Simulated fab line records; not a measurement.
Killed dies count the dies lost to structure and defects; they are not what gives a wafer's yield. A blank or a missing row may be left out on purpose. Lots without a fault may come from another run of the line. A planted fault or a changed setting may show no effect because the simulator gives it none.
Matching of chambers -- flow berkeley-cmos170 -- UCB170_ZERO_ETCH_06 on rie-diel-01 has 4 sister chambers
The step etches SiO2 in CHF3/CF4/Ar, time 12 s. 4 wafers are shown with their chamber, then 7 later ones without.

== WAFERS, EACH WITH ITS CHAMBER ==
wafer,chamber,drypump-motor-current-A (A)
L670.5,0,5.2
L670.6,1,4.9
L672.1,2,5.2
L672.3,3,6.0

== WAFERS WITHOUT THEIR CHAMBER ==
wafer,drypump-motor-current-A (A)
L672.6,5.2
L673.3,5.1
L673.5,5.1
L673.6,4.9
L689.1,5.1
L689.3,5.2
L689.4,4.8

== EACH ONE'S CHAMBER ==
wafer,from the rows above,in truth
L672.6,can't be placed: 0 or 2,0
L673.3,can't be placed: 0 or 2 or 1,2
L673.5,can't be placed: 0 or 2 or 1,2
L673.6,1,1
L689.1,can't be placed: 0 or 2 or 1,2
L689.3,can't be placed: 0 or 2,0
L689.4,1,1
Correctly placed: 2 of 7. Can't be placed from these rows: 5 (the true chamber is among the candidates in 5). Number placed wrongly: 0.
How it was worked out, from the rows above alone: a wafer's distance from a chamber is the root of the sum, over the readings, of the square of ((its reading less the chamber's mean) divided by the reading's scatter). The wafer belongs to the nearest chamber; if the next one is less than 2 further off, it can't be placed. A chamber's mean is the mean of its shown wafers. The scatter (one wafer shown for each chamber): square how far every hidden wafer sits from the nearest shown wafer, average those squares and take the square root.
